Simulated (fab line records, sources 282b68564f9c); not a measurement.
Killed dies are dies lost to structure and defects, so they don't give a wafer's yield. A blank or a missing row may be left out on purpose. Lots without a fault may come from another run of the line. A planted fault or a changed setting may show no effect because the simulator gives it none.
Problem report in the 8D (eight disciplines) form, filled by code | flow rit_cmos | the parts of the form that need people (team, actions taken, sign-off) are left out

1. THE PROBLEM
tube_center_temp_C at RIT_FOX2_OXIDATION_00 reads a mean of 1094 C on 9 wafers of 3 lots; wafers without a fault read 1100 C with a standard deviation of 0.096. That is -63 standard deviations from the usual mean.
The step: target thk 350.7 nm, ox time 1130 s.
First seen on wafer L526.2, day 2 21:15, on furnace-03. The record holds 45 wafers of 15 lots with a number at this step. Rule for "out", or "out of limits": more than 4 standard deviations from the usual mean. The other wafers with a number count as sound.

2. WHAT IT IS AND WHAT IT IS NOT
question                    | is                                                          | is not
which readings at this step | tube_center_temp_C, spike_tc_load_C, tube_center_temp_C_max | -
which lots                  | L526, L527, L529                                            | L521, L523, L524, L525, L533, L537, L539, L540, L541, L542, L543, L544
which wafers of those lots  | all that have a number                                      | -
read on which tools         | furnace-03                                                  | furnace-01, furnace-04
when                        | from day 2 21:15                                            | up to then (12 sound wafers); but 24 sound wafers of L533, L537, L539, L540, L541, L542, L543, L544 came after

3. SUSPECTS, AND WHAT RULES EACH OUT
Counting: a tool at a process step up to the reading stays a suspect if it ran every lot that is out and no sound lot after the first of them.
- furnace-03 at RIT_FOX2_OXIDATION_00 (target thk 350.7 nm, ox time 1130 s): ruled out as a lasting fault. Sound lots L541, L543 ran on it after its first lot that is out, L526 (day 2 21:15).
Left after counting: nothing in the record.

4. THE CAUSE (what the simulator had put in)
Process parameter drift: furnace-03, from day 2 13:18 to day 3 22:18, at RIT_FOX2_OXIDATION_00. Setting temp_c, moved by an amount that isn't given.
Counting ruled it out, wrongly.

5. THE CHAIN OF EFFECTS, in route order
Each row: a reading whose mean over the struck wafers that have a number lies more than 3 standard deviations from the usual. Only readings for which the record gives a usual standard deviation are gone through. hours: the time from each lot's start at the first step in this table that gives one to its start at this step, as a median over the lots. sigmas: the change in usual standard deviations.
hours | step                  | reading                | usual    | on struck wafers | change | sigmas
0     | RIT_FOX2_OXIDATION_00 | spike_tc_centre_C      | 1102.6 C | 1097.6           | -5.0   | -3.6
0     | RIT_FOX2_OXIDATION_00 | spike_tc_load_C        | 1129.4 C | 1123.8           | -5.6   | -5.1
0     | RIT_FOX2_OXIDATION_00 | spike_tc_source_C      | 1125.1 C | 1119.3           | -5.8   | -4.5
0     | RIT_FOX2_OXIDATION_00 | tube_center_temp_C     | 1100 C   | 1094             | -6     | -63
0     | RIT_FOX2_OXIDATION_00 | tube_center_temp_C_max | 1102.9   | 1096.7           | -6.2   | -13
The process steps in it:
- RIT_FOX2_OXIDATION_00: target thk 350.7 nm, ox time 1130 s.

6. WHAT WOULD HAVE CAUGHT IT SOONER
In this record the first reading out of limits was taken at day 2 21:15, 8 hours after the fault began at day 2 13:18.
